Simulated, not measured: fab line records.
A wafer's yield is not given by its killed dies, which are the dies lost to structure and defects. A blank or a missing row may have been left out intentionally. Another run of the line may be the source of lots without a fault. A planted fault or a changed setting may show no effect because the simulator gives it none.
Struck lot and sound lot, side by side + flow rit cmos + 16 out of 202 route steps
Sound: these wafers, L444.2, L444.4, L444.5. The struck wafers were L460.2, L460.3, L460.4. The cause is named last.
For every step that has rows: the tool of each side, followed by ch and its chambers, followed by its first start. Under that, the readings that differ: sound wafers + struck wafers + difference of the means + sigmas: that difference in standard deviations of wafers without a fault.
alike: same words and numbers on both sides, and readings whose means sit less than 2 such deviations apart. not compared: any withheld reading, any reading some wafer has no value for, any bound like >300 that may hide the same value, and any number with overlapping values for which the record gives no deviation.
The two part at a step that has a row with sigmas, a row that says differs or no value, or rows on one side only. When numbers do not overlap yet have no deviation, they are printed without sigmas and do not part them. Lack of a reading on every wafer of one side parts them only where that side has two or more wafers.

first, 4 steps without rows for these wafers: RIT_ACTIVE_SOFTBAKE_07 (time 60 s); RIT_ACTIVE_EXPOSE_08 (exposes mask M1, target cd 1400 nm); RIT_ACTIVE_PEB_09; RIT_ACTIVE_DEVELOP_10 (develop time 50 s).
RIT_ACTIVE_CD_MEAS_11: target cd 1400 nm.
  struck on cd sem-02, day 5 08:28; sound on cd sem-02, day 2 00:28
  alike: cd nm
then, 1 step without rows for these wafers: RIT_ACTIVE_HARDBAKE_12 (time 60 s).
RIT_ACTIVE_ETCH_13: etches Si3N4 in SF6, stops on SiO2, time 210 s, target depth 210 nm.
  sound on rie diel-04 ch 1,2, day 2 00:43; struck on rie diel-03 ch 0,2,3, day 5 08:49
  alike: drypump motor current A, oes product au, throttle valve pct
  not compared: rf hours counter h
RIT_ACTIVE_STRIP_14: strips in O2, time 180 s.
  sound on plasma asher-03 ch 0,1, day 2 00:50; struck on plasma asher-03 ch 0,1, day 5 08:57
  alike: drypump motor current A
  not compared: rf hours counter h
RIT_ACTIVE_CD_MEAS_90: target cd 1400 nm.
  struck on cd sem-01, day 5 09:08; sound on cd sem-01, day 2 01:02
  alike: cd nm
then, 3 steps without rows for these wafers: RIT_ACTIVE_CLEAN_15 (cleans in SC1, time 600 s); RIT_ACTIVE_CLEAN_16 (cleans in dHF, time 30 s); RIT_ACTIVE_CLEAN_17 (cleans in SC2, time 600 s).
RIT_FOX1_OXIDATION_00: target thk 350.7 nm, ox time 1130 s.
  sound on furnace-04 ch 0, day 2 02:10; struck on furnace-01 ch 0, day 5 09:37
| reading                                     | sound             | struck               | difference | sigmas |
|---------------------------------------------|-------------------|----------------------|------------|--------|
| ox time s (s)                               | 1130 1130 1130    | 1638.5 1638.5 1638.5 | +508.5     |        |
| model.SiO2_of_FOX1_OXIDATION_00.thk nm (nm) | 338.8 338.1 340.5 | 430.4 435.6 431.5    | +93.4      |        |
RIT_FOX1_THK_MEAS_01:
  struck on film metro-04, day 5 10:56; sound on film metro-02, day 2 03:29
| reading             | sound       | struck      | difference | sigmas |
|---------------------|-------------|-------------|------------|--------|
| FOX1_OXIDE_THK (nm) | 339 338 341 | 430 436 432 | +93        | +16    |
then, 1 step without rows for these wafers: RIT_FOX1_WET_ETCH_02 (etches SiO2 in BOE, target depth 350 nm, time 390 s).
RIT_M1_PROBE_99:
  struck on prober-01, day 7 04:46; sound on prober-01, day 3 19:05
| reading                                          | sound               | struck               | difference | sigmas |
|--------------------------------------------------|---------------------|----------------------|------------|--------|
| model.etest.nldd.width nm (nm)                   | 3221 3208 3231      | 3097 3069 3091       | -134       |        |
| model.etest.pldd.width nm (nm)                   | 3226 3209 3226      | 3074 3051 3085       | -150       |        |
| model.etest.nplus sal.width nm (nm)              | 3477 3487 3485      | 3336 3361 3363       | -130       |        |
| model.etest.pplus sal.width nm (nm)              | 3488 3487 3474      | 3352 3373 3357       | -122       |        |
| model.etest.nmos narrow.drive ua um              | 234.8 233.8 232.1   | 210.6 204.2 206.5    | -26.5      |        |
| model.etest.pmos narrow.drive ua um              | 105.6 104.5 105     | 91.2 87.72 91.85     | -14.8      |        |
| model.etest.poly comb over steps.leak log10 a um | -12.82 -12.7 -12.81 | -11.12 -11.61 -11.65 | +1.32      |        |
  alike: killed at contacts, killed at front end, killed dies, killed open, killed short
  not compared: model.etest.field p metal.vt v

WHERE THEY PART
Only at RIT_FOX1_THK_MEAS_01, as far as this record shows. Later steps at which nothing parts them and some readings are alike: RIT_M1_PROBE_99.

WHY: what had been put in by the simulator
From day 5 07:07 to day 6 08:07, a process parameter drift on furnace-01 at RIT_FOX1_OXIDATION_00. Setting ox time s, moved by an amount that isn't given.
